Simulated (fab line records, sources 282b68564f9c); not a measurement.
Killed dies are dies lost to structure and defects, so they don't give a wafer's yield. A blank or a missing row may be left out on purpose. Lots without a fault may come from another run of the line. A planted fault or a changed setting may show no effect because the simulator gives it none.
Problem report in the 8D (eight disciplines) form, filled by code | flow rit_cmos | the parts of the form that need people (team, actions taken, sign-off) are left out

1. THE PROBLEM
PLDD_TW at RIT_PLDD_TW_MEAS_10 reads a mean of 2151 on 6 wafers of 2 lots; wafers without a fault read 2356 with a standard deviation of 25. That is -8.2 standard deviations from the usual mean.
First seen on wafer L753.3, day 4 23:14, on film_metro-01. The record holds 42 wafers of 14 lots with a number at this step. Rule for "out", or "out of limits": more than 4 standard deviations from the usual mean. The other wafers with a number count as sound.

2. WHAT IT IS AND WHAT IT IS NOT
question                    | is                           | is not
which readings at this step | PLDD_TW                      | -
which lots                  | L753, L754                   | L744, L745, L747, L748, L749, L750, L752, L761, L763, L765, L766, L767
which wafers of those lots  | all that have a number       | -
read on which gauges        | film_metro-01, film_metro-03 | film_metro-04
when                        | from day 4 23:14             | up to then (21 sound wafers); but 15 sound wafers of L761, L763, L765, L766, L767 came after

3. SUSPECTS, AND WHAT RULES EACH OUT
Counting: a tool at a process step up to the reading stays a suspect if it ran every lot that is out and no sound lot after the first of them.
- the gauge at RIT_PLDD_TW_MEAS_10: ruled out. The wafers that are out were read on 2 gauges (film_metro-01, film_metro-03).
- implanter-01 at RIT_PLDD_IMPLANT_08: ruled out as a lasting fault. Sound lots L765, L766 ran on it after its first lot that is out, L753 (day 4 22:56).
Left after counting: nothing in the record.

4. THE CAUSE (what the simulator had put in)
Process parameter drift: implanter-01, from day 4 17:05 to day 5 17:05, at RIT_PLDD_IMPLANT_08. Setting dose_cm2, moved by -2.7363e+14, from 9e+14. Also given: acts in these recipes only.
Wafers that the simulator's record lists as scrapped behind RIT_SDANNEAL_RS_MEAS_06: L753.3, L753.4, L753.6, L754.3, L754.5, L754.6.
Counting ruled it out, wrongly: the rule takes a fault to strike every lot that its tool runs from its start on, and this one did not.

5. THE CHAIN OF EFFECTS, in route order
Each row: a reading whose mean over the struck wafers that have a number lies more than 3 standard deviations from the usual. Only readings for which the record gives a usual standard deviation are gone through. hours: the time from each lot's start at the first step in this table that gives one to its start at this step, as a median over the lots. sigmas: the change in usual standard deviations.
hours | step                    | reading            | usual        | on struck wafers | change | sigmas
0     | RIT_PLDD_IMPLANT_08     | dose_ions_cm2      | 9e+14        | 6e+14            | -3e+14 | -99 or more
0     | RIT_PLDD_IMPLANT_08     | faraday_current_uA | 2820         | 1966             | -854   | -15
0     | RIT_PLDD_TW_MEAS_10     | PLDD_TW            | 2356         | 2151             | -205   | -8.2
12    | RIT_SDANNEAL_RS_MEAS_06 | PLDD_RS            | 178.8 ohm/sq | 216.8            | +38.0  | +83
The process steps in it:
- RIT_PLDD_IMPLANT_08

6. WHAT WOULD HAVE CAUGHT IT SOONER
In this record the first reading out of limits at a measuring or inspecting step was taken at day 4 23:14, 6 hours after the fault began at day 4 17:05.
The tool's own readings at RIT_PLDD_IMPLANT_08 were out on every struck wafer that the step has a row for (dose_ions_cm2, faraday_current_uA): an alarm limit on them would have fired on the first of those.
